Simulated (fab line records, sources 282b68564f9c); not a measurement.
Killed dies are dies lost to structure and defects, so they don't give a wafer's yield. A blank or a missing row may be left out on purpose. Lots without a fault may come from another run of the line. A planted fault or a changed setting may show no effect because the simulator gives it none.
Problem report in the 8D (eight disciplines) form, filled by code | flow rit_cmos | the parts of the form that need people (team, actions taken, sign-off) are left out

1. THE PROBLEM
SPACER_NITRIDE_THK at RIT_SPACER_THK_MEAS_04 reads a mean of 186.2 nm on 3 wafers of 1 lot; wafers without a fault read 249.6 nm with a standard deviation of 2.6. That is -24 standard deviations from the usual mean.
First seen on wafer L441.3, day 6 01:40, on film_metro-04. The record holds 39 wafers of 13 lots with a number at this step. Rule for "out", or "out of limits": more than 4 standard deviations from the usual mean. The other wafers with a number count as sound.

2. WHAT IT IS AND WHAT IT IS NOT
question                    | is                     | is not
which readings at this step | SPACER_NITRIDE_THK     | -
which lots                  | L441                   | L427, L428, L429, L431, L432, L433, L434, L435, L436, L437, L438, L439
which wafers of those lots  | all that have a number | -
read on which gauges        | film_metro-04          | film_metro-01, film_metro-03
when                        | from day 6 01:40       | up to then (36 sound wafers)

3. SUSPECTS, AND WHAT RULES EACH OUT
Counting: a tool at a process step up to the reading stays a suspect if it ran every lot that is out and no sound lot after the first of them.
- the gauge at RIT_SPACER_THK_MEAS_04: ruled out. All the wafers that are out were read on film_metro-04, but those of them that RIT_SPACER_ETCHBACK_05 has rows for are out there too, on other tools.
- plasma_asher-01 at RIT_NRETRO_STRIP_09 (strips in O2, time 180 s): kept. It ran the lot that is out, L441 (day 5 05:34), and no sound lot after that; its last sound lot up to then is L438 (day 4 15:16).
- lpcvd-02 at RIT_SPACER_CVD_03 (deposits Si3N4 from SiH2Cl2/NH3, target thk 250 nm, time 3300 s): kept. It ran the lot that is out, L441 (day 5 23:44), and no sound lot after that; its last sound lot up to then is L438 (day 5 09:08).
Left after counting: plasma_asher-01 at RIT_NRETRO_STRIP_09, lpcvd-02 at RIT_SPACER_CVD_03.

4. THE CAUSE (what the simulator had put in)
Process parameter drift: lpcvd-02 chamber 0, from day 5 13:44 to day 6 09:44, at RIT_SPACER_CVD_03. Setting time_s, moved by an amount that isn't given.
Counting left 2 suspects, and this tool is among them.

5. THE CHAIN OF EFFECTS, in route order
Each row: a reading whose mean over the struck wafers that have a number lies more than 3 standard deviations from the usual. Only readings for which the record gives a usual standard deviation are gone through. hours: the time from each lot's start at the first step in this table that gives one to its start at this step, as a median over the lots. sigmas: the change in usual standard deviations.
hours | step                   | reading            | usual      | on struck wafers | change | sigmas
0     | RIT_SPACER_THK_MEAS_04 | SPACER_NITRIDE_THK | 249.6 nm   | 186.2            | -63.4  | -24
0     | RIT_SPACER_ETCHBACK_05 | oes_product_au     | 0.840 a.u. | 0.676            | -0.164 | -14
The process steps in it:
- RIT_SPACER_ETCHBACK_05: etches Si3N4 in SF6/CHF3, stops on SiO2, target depth 250 nm, time 240 s.
Later measuring or inspecting steps at which every struck wafer that the step has a row for has a number for every such reading, and none has moved that far: RIT_SDANNEAL_RS_MEAS_04.

6. WHAT WOULD HAVE CAUGHT IT SOONER
In this record the first reading out of limits at a measuring or inspecting step was taken at day 6 01:40, 12 hours after the fault began at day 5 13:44.
All the lots that are out (1) had begun RIT_SPACER_CVD_03 on lpcvd-02 by day 6 01:40. A hold on the tool at that time would have spared none of them.
